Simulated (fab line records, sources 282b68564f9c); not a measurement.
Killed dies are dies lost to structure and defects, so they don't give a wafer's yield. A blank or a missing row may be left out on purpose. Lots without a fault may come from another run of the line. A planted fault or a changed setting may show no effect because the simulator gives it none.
Split-lot experiment | flow rit_cmos | 5 lots, 23 wafers read, on a route of 202 steps

THE SPLIT
At RIT_ACTIVE_CVD_03 (deposits Si3N4 from SiH2Cl2/NH3, target thk 150 nm, time 1500 s), the setting temp_c was moved away from the recipe's 810 C on 10 of the 23 wafers read, by -1.6% to +1.7%. The other wafers ran this setting at the recipe's value.

FROM THE SPLIT TO THE READING: what the file shows between them, 6 steps
- RIT_ACTIVE_THK_MEAS_04
- RIT_ACTIVE_EXPOSE_08: exposes mask M1, target cd 1400 nm (also split here: dose_mj)
- RIT_ACTIVE_PEB_09
- RIT_ACTIVE_DEVELOP_10: develop time 50 s
- RIT_ACTIVE_CD_MEAS_11: target cd 1400 nm
- RIT_ACTIVE_HARDBAKE_12: time 60 s

THE READING
oes_product_au, in a.u., at RIT_ACTIVE_ETCH_13 (etches Si3N4 in SF6, stops on SiO2, time 210 s, target depth 210 nm). Fault-free wafers of this fab line usually give 0.824 a.u., standard deviation 0.015 a.u..

wafer  | tool, chamber at the split | temp_c as run, C | against the recipe | oes_product_au, a.u. | against lot-mates on the recipe
L078.2 | -, -                       | 810              | recipe             | 0.837                | -
L078.3 | -, -                       | 810              | recipe             | 0.805                | -
L078.4 | -, -                       | 810              | recipe             | 0.823                | -
L078.5 | -, -                       | 810              | recipe             | 0.818                | -
L078.6 | -, -                       | 810              | recipe             | 0.810                | -
L079.2 | lpcvd-02, 0                | 810              | recipe             | 0.815                | -
L079.3 | lpcvd-02, 0                | 810              | recipe             | 0.811                | -
L079.6 | lpcvd-02, 0                | 810              | recipe             | 0.841                | -
L080.1 | -, -                       | 796.7            | -1.6%              | 0.725                | no lot-mate on the recipe
L080.2 | -, -                       | 796.7            | -1.6%              | 0.736                | no lot-mate on the recipe
L080.4 | -, -                       | 796.7            | -1.6%              | 0.726                | no lot-mate on the recipe
L080.5 | -, -                       | 796.7            | -1.6%              | 0.726                | no lot-mate on the recipe
L080.6 | -, -                       | 796.7            | -1.6%              | 0.724                | no lot-mate on the recipe
L083.1 | -, -                       | 810              | recipe             | 0.840                | -
L083.2 | -, -                       | 810              | recipe             | 0.830                | -
L083.3 | -, -                       | 810              | recipe             | 0.829                | -
L083.4 | -, -                       | 810              | recipe             | 0.848                | -
L083.6 | -, -                       | 810              | recipe             | 0.841                | -
L084.2 | -, -                       | 823.4            | +1.7%              | 0.949                | no lot-mate on the recipe
L084.3 | -, -                       | 823.4            | +1.7%              | 0.934                | no lot-mate on the recipe
L084.4 | -, -                       | 823.4            | +1.7%              | 0.951                | no lot-mate on the recipe
L084.5 | -, -                       | 823.4            | +1.7%              | 0.931                | no lot-mate on the recipe
L084.6 | -, -                       | 823.4            | +1.7%              | 0.955                | no lot-mate on the recipe

THE FIT
A straight line over all 23 wafers: oes_product_au changes by +0.0657 a.u. for each +1% of temp_c; r = +0.99; the points scatter about the line by 0.013 a.u..
Too few moved wafers have a lot-mate on the recipe to fit a line with each lot's own level taken away.

THE WHOLE CHAIN: every reading that the file lists as answering this split, in the file's order
step                   | what it does                                                        | reading                                                                        | change (the file's fit)                  | r (the file's)
RIT_ACTIVE_CVD_03      | deposits Si3N4 from SiH2Cl2/NH3, target thk 150 nm, time 1500 s     | Si3N4_of_ACTIVE_CVD_03.thk_nm (the simulator's own value, which no gauge read) | +22 nm for each +1% of the setting       | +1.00
RIT_ACTIVE_THK_MEAS_04 |                                                                     | ACTIVE_NITRIDE_THK                                                             | +22 for each +1% of the setting          | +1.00
RIT_ACTIVE_ETCH_13     | etches Si3N4 in SF6, stops on SiO2, time 210 s, target depth 210 nm | oes_product_au                                                                 | +0.0657 a.u. for each +1% of the setting | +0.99
RIT_ACTIVE_ETCH_13     | etches Si3N4 in SF6, stops on SiO2, time 210 s, target depth 210 nm | etch.depth_nm (the simulator's own value, which no gauge read)                 | +22 nm for each +1% of the setting       | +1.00
RIT_ACTIVE_ETCH_13     | etches Si3N4 in SF6, stops on SiO2, time 210 s, target depth 210 nm | ACTIVE.feature_depth_nm (the simulator's own value, which no gauge read)       | +22 nm for each +1% of the setting       | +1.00

THE FILE'S OWN FIT
oes_product_au changes by +0.0657 a.u. for each +1% of temp_c, r = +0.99.
